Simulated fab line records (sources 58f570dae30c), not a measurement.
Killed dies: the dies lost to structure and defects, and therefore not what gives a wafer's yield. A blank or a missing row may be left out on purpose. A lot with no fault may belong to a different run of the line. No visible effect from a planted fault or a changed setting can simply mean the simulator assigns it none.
fab line records    flow berkeleyCmos170
record lots=14  wafers=42  lastDay=11
route steps=331 shown PWELL@37 ACTIVE@63 SACOX@99 NVT@111
lots that met no fault: taken from a fault-free run of the same line
startH: start of the lot's first displayed wafer, in hours after the record's first day    waitH: time in hours since the lot's previous step    " identical to the entry in the row above    L1.1+2: several wafers, shown together as one row    - value missing, or start not given    * or withheld: withheld    < > ~ a bound
route shown NAME@n: names a module that has steps shown in the file, with the first one's number in the route    usual: average and standard deviation across the fault-free wafers    same: alike in all rows    chamber/n: place in a boat    sites: each site's reading    _std_site: their standard deviation    _edge_site: inner sites' mean taken away from outer sites' mean    radiusMm: how far each site lies from the wafer's centre    mask NAME#n: copy n    behind: tool/chamber where the wafer was last shaped    hold: cause of the lot's hold/its duration in hours/its outcome    device: the transistor (n, p or np) that didn't switch    end of line: the route-end tests of the same wafers    step lacking rows: just its recipe    killed: at the first sort, the dies lost to defects and structure; wafer yield is something else    map: per-die view of a wafer (x killed, . not killed, _ where there is no die)
set.NAME: the setting that was run; set.NAME@STEP: the one run at that earlier step    model.NAME: the simulator's own value behind a step, which no gauge read
route steps across a sampled set of lots; one table per step, one row per wafer
services: when a tool's chamber went out of use (startH, in hours from the record's first day, below 0 if earlier), for how many hours, and the reason
## steps
# step UCB170_PWELL_THK_MEAS_03
# recipe reads=SiO2_of_PWELL_OXIDATION_02
# usual PWELL_OXIDE_THK=26.3/0.49
lot.wafer  tool          chamber  startH  waitH  PWELL_OXIDE_THK[nm]
L452.1     filmMetro-02  -        42.94   0.0    27.1
L452.3     "             -        "       "      26.9
L452.4     "             -        "       "      26.8
L453.1     filmMetro-02  -        48.39   0.0    27.5
L453.3     "             -        "       "      27.2
L453.4     "             -        "       "      26.9
L454.1     filmMetro-03  -        48.39   0.0    26.1
L454.3     "             -        "       "      26.8
L454.5     "             -        "       "      26.4
L455.2     filmMetro-02  -        59.63   0.0    25.9
L455.4     "             -        "       "      25.7
L455.5     "             -        "       "      25.7
L456.1     filmMetro-03  -        63.89   0.0    26.5
L456.3     "             -        "       "      26.2
L456.6     "             -        "       "      26.5
L458.3     filmMetro-03  -        73.36   0.0    26.1
L458.4     "             -        "       "      26.3
L458.5     "             -        "       "      26.3
L457.1     filmMetro-03  -        73.40   0.1    26.2
L457.5     "             -        "       "      26.6
L457.6     "             -        "       "      26.4
L459.2     filmMetro-02  -        73.43   0.1    26.2
L459.4     "             -        "       "      26.4
L459.5     "             -        "       "      26.6
L465.2     filmMetro-02  -        105.73  0.0    25.5
L465.3     "             -        "       "      25.7
L465.6     "             -        "       "      25.9
L467.1     filmMetro-04  -        118.30  0.0    27.4
L467.4     "             -        "       "      27.5
L467.5     "             -        "       "      27.0
L469.2     filmMetro-02  -        127.51  0.0    26.8
L469.5     "             -        "       "      27.0
L469.6     "             -        "       "      26.6
L470.2     filmMetro-04  -        127.51  0.0    26.1
L470.3     "             -        "       "      26.6
L470.6     "             -        "       "      27.0
L472.2     filmMetro-04  -        144.12  0.0    26.1
L472.3     "             -        "       "      26.1
L472.6     "             -        "       "      26.2
L473.4     filmMetro-03  -        144.14  0.0    25.3
L473.5     "             -        "       "      25.7
L473.6     "             -        "       "      25.5
# step UCB170_ACTIVE_THK_MEAS_03
# recipe reads=SiO2_of_ACTIVE_OXIDATION_02
# usual ACTIVE_OXIDE_THK=26.2/0.45
lot.wafer  tool          chamber  startH  waitH  ACTIVE_OXIDE_THK[nm]
L452.1     filmMetro-02  -        74.57   0.0    26.0
L452.3     "             -        "       "      26.5
L452.4     "             -        "       "      25.8
L453.1     filmMetro-04  -        74.57   0.0    26.6
L453.3     "             -        "       "      25.9
L453.4     "             -        "       "      25.9
L454.1     filmMetro-01  -        74.57   0.0    26.4
L454.3     "             -        "       "      26.3
L454.5     "             -        "       "      26.5
L455.2     filmMetro-01  -        89.21   0.0    27.2
L455.4     "             -        "       "      27.1
L455.5     "             -        "       "      27.5
L456.1     filmMetro-02  -        101.46  0.1    26.5
L456.3     "             -        "       "      26.1
L456.6     "             -        "       "      26.4
L457.1     filmMetro-02  -        107.52  0.0    25.6
L457.5     "             -        "       "      26.2
L457.6     "             -        "       "      25.7
L459.2     filmMetro-01  -        107.53  0.0    26.3
L459.4     "             -        "       "      26.4
L459.5     "             -        "       "      26.6
L458.3     filmMetro-04  -        107.54  0.0    26.1
L458.4     "             -        "       "      26.1
L458.5     "             -        "       "      26.2
L465.2     filmMetro-04  -        133.08  0.0    26.9
L465.3     "             -        "       "      26.5
L465.6     "             -        "       "      26.6
L467.1     filmMetro-01  -        149.05  0.0    25.5
L467.4     "             -        "       "      26.3
L467.5     "             -        "       "      26.4
L470.2     filmMetro-01  -        156.19  0.0    25.5
L470.3     "             -        "       "      26.0
L470.6     "             -        "       "      26.2
L469.2     filmMetro-01  -        156.25  0.1    25.8
L469.5     "             -        "       "      26.1
L469.6     "             -        "       "      25.4
L472.2     filmMetro-01  -        172.55  0.0    25.9
L472.3     "             -        "       "      25.7
L472.6     "             -        "       "      25.9
L473.4     filmMetro-04  -        172.57  0.0    26.1
L473.5     "             -        "       "      26.5
L473.6     "             -        "       "      25.9
# step UCB170_SACOX_THK_MEAS_02
# recipe reads=SiO2_of_SACOX_OXIDATION_01
# usual SACOX_OXIDE_THK=14.24/0.26
lot.wafer  tool          chamber  startH  waitH  SACOX_OXIDE_THK[nm]
L452.1     filmMetro-01  -        108.54  0.0    14.16
L452.3     "             -        "       "      14.30
L452.4     "             -        "       "      14.38
L453.1     filmMetro-03  -        108.54  0.0    14.04
L453.3     "             -        "       "      14.28
L453.4     "             -        "       "      14.08
L454.1     filmMetro-04  -        108.54  0.0    13.74
L454.3     "             -        "       "      13.88
L454.5     "             -        "       "      14.21
L455.2     filmMetro-04  -        122.48  0.0    14.28
L455.4     "             -        "       "      13.83
L455.5     "             -        "       "      14.07
L457.1     filmMetro-03  -        138.57  0.0    14.35
L457.5     "             -        "       "      14.33
L457.6     "             -        "       "      14.65
L459.2     filmMetro-01  -        138.58  0.0    14.47
L459.4     "             -        "       "      14.44
L459.5     "             -        "       "      14.55
L458.3     filmMetro-04  -        138.59  0.0    14.02
L458.4     "             -        "       "      14.23
L458.5     "             -        "       "      14.56
L456.1     filmMetro-03  -        138.63  0.1    14.27
L456.3     "             -        "       "      14.31
L456.6     "             -        "       "      14.44
L465.2     filmMetro-04  -        159.22  0.0    14.21
L465.3     "             -        "       "      14.25
L465.6     "             -        "       "      14.41
L467.1     filmMetro-03  -        175.73  0.0    14.15
L467.4     "             -        "       "      14.04
L467.5     "             -        "       "      14.16
L469.2     filmMetro-01  -        183.51  0.0    14.01
L469.5     "             -        "       "      14.29
L469.6     "             -        "       "      14.09
L470.2     filmMetro-03  -        183.51  0.0    14.25
L470.3     "             -        "       "      14.16
L470.6     "             -        "       "      14.22
L472.2     filmMetro-03  -        201.27  0.0    14.50
L472.3     "             -        "       "      14.62
L472.6     "             -        "       "      14.71
L473.4     filmMetro-04  -        201.29  0.0    14.72
L473.5     "             -        "       "      14.45
L473.6     "             -        "       "      14.76
# step UCB170_NVT_IMPLANT_07
# recipe species=BF2  doseCm2=3e+12  energyKev=50  tiltDeg=7
# usual doseIonsCm2=3e+12/3.2e+09  faradayCurrentUA=9.52/0.19  tiltDeg=7.004/0.018
lot.wafer  tool          chamber  startH  waitH  doseIonsCm2  faradayCurrentUA  tiltDeg
L453.1     implanter-03  0        116.54  0.0    3.004e+12    9.82              7.011
L453.3     "             0        "       "      3.007e+12    9.41              6.968
L453.4     "             0        "       "      3.002e+12    9.01              6.993
L452.1     implanter-02  0        116.78  0.0    3e+12        9.42              7.013
L452.3     "             0        "       "      2.999e+12    9.52              7.009
L452.4     "             0        "       "      2.999e+12    9.81              7.006
L454.1     implanter-03  0        117.06  0.0    3.006e+12    9.59              6.996
L454.3     "             0        "       "      2.997e+12    9.47              7.024
L454.5     "             0        "       "      2.998e+12    9.73              6.994
L455.2     implanter-02  0        133.53  0.0    3.004e+12    9.42              6.993
L455.4     "             0        "       "      3.003e+12    9.68              6.983
L455.5     "             0        "       "      3.006e+12    9.81              6.982
L456.1     implanter-04  0        146.57  0.0    2.998e+12    9.59              6.976
L456.3     "             0        "       "      2.999e+12    9.48              6.977
L456.6     "             0        "       "      3.001e+12    9.33              7.000
L458.3     implanter-02  0        146.62  0.1    1.715e+12    5.46              6.972
L458.4     "             0        "       "      1.72e+12     5.51              6.999
L458.5     "             0        "       "      1.719e+12    5.48              6.983
L457.1     implanter-04  0        146.85  0.0    3e+12        9.73              7.021
L457.5     "             0        "       "      3e+12        9.77              7.042
L457.6     "             0        "       "      3.002e+12    9.45              7.006
L459.2     implanter-02  0        146.87  0.0    1.721e+12    5.47              7.027
L459.4     "             0        "       "      1.716e+12    5.28              6.988
L459.5     "             0        "       "      1.722e+12    5.46              7.021
L465.2     implanter-03  0        168.87  0.0    3.003e+12    9.44              7.012
L465.3     "             0        "       "      3e+12        9.65              7.019
L465.6     "             0        "       "      3.003e+12    9.71              7.015
L467.1     implanter-04  0        186.14  0.0    2.996e+12    9.68              7.018
L467.4     "             0        "       "      3e+12        9.73              7.006
L467.5     "             0        "       "      2.996e+12    9.50              7.023
L469.2     implanter-03  0        191.02  0.0    3.002e+12    9.77              6.996
L469.5     "             0        "       "      3.003e+12    9.52              6.993
L469.6     "             0        "       "      3.003e+12    9.62              6.987
L470.2     implanter-04  0        191.26  0.0    2.999e+12    9.56              7.011
L470.3     "             0        "       "      3.001e+12    9.28              7.001
L470.6     "             0        "       "      2.999e+12    9.32              6.993
L473.4     implanter-03  0        208.09  0.1    3.002e+12    9.81              6.969
L473.5     "             0        "       "      2.999e+12    9.51              6.987
L473.6     "             0        "       "      2.999e+12    9.46              7.021
L472.2     implanter-04  0        208.16  0.0    3.001e+12    9.62              7.000
L472.3     "             0        "       "      2.996e+12    9.49              7.024
L472.6     "             0        "       "      3.002e+12    9.73              7.028
# step UCB170_NVT_TW_MEAS_09
# usual NVT_TW=522/7.3
lot.wafer  tool          chamber  startH  waitH  NVT_TW
L453.1     filmMetro-01  -        116.79  0.1    533
L453.3     "             -        "       "      532
L453.4     "             -        "       "      531
L452.1     filmMetro-03  -        117.03  0.1    514
L452.3     "             -        "       "      510
L452.4     "             -        "       "      513
L454.1     filmMetro-01  -        117.31  0.1    536
L454.3     "             -        "       "      533
L454.5     "             -        "       "      536
L455.2     filmMetro-02  -        133.77  0.1    517
L455.4     "             -        "       "      520
L455.5     "             -        "       "      516
L456.1     filmMetro-02  -        146.82  0.1    521
L456.3     "             -        "       "      519
L456.6     "             -        "       "      522
L458.3     filmMetro-03  -        146.84  0.1    436
L458.4     "             -        "       "      435
L458.5     "             -        "       "      437
L457.1     filmMetro-02  -        147.10  0.1    519
L457.5     "             -        "       "      519
L457.6     "             -        "       "      520
L459.2     filmMetro-01  -        147.11  0.1    448
L459.4     "             -        "       "      447
L459.5     "             -        "       "      445
L465.2     filmMetro-02  -        169.11  0.1    525
L465.3     "             -        "       "      525
L465.6     "             -        "       "      524
L467.1     filmMetro-03  -        186.39  0.1    511
L467.4     "             -        "       "      511
L467.5     "             -        "       "      512
L469.2     filmMetro-01  -        191.26  0.1    531
L469.5     "             -        "       "      533
L469.6     "             -        "       "      530
L470.2     filmMetro-02  -        191.49  0.1    524
L470.3     "             -        "       "      523
L470.6     "             -        "       "      522
L473.4     filmMetro-03  -        208.30  0.1    516
L473.5     "             -        "       "      512
L473.6     "             -        "       "      512
L472.2     filmMetro-01  -        208.39  0.1    528
L472.3     "             -        "       "      530
L472.6     "             -        "       "      528
## services
tool          chamber  startH  hours  kind
implanter-03  -        139.25  22.4   pm
implanter-04  -        174.34  2.6    pm
implanter-02  -        177.48  1.1    repair
## key
firstSign step=UCB170_NVT_IMPLANT_07  reading=doseIonsCm2  direction=down  sigmas=99+  usual=3e+12  struck=1.719e+12
effect step=UCB170_NVT_IMPLANT_07  reading=faradayCurrentUA  direction=down  sigmas=22  usual=9.52  struck=5.44
effect step=UCB170_NVT_TW_MEAS_09  reading=NVT_TW  direction=down  sigmas=11  usual=522  struck=441
metAt UCB170_NVT_IMPLANT_07
struckLots L458,L459
testerLeftOut L458,L459
notActingAt UCB170_PWELL_THK_MEAS_03,UCB170_ACTIVE_THK_MEAS_03,UCB170_SACOX_THK_MEAS_02
onsetBetween 133.53 146.62
fault kind=processParameterDrift  tool=implanter-02  chamber=-  onsetH=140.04  steps=UCB170_NVT_IMPLANT_07  channel=doseCm2  offset=-1.2822e+12  shape=step  endH=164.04  actsIn=theseRecipesOnly  stated=3e+12
# testerLeftOut: of these lots the tester's yield and bins aren't shown, on N5 and GAA mostly nor the transistor test; their killed dies are dies lost to structure and defects alone, not to doping, threshold or leakage, so they don't give the yield
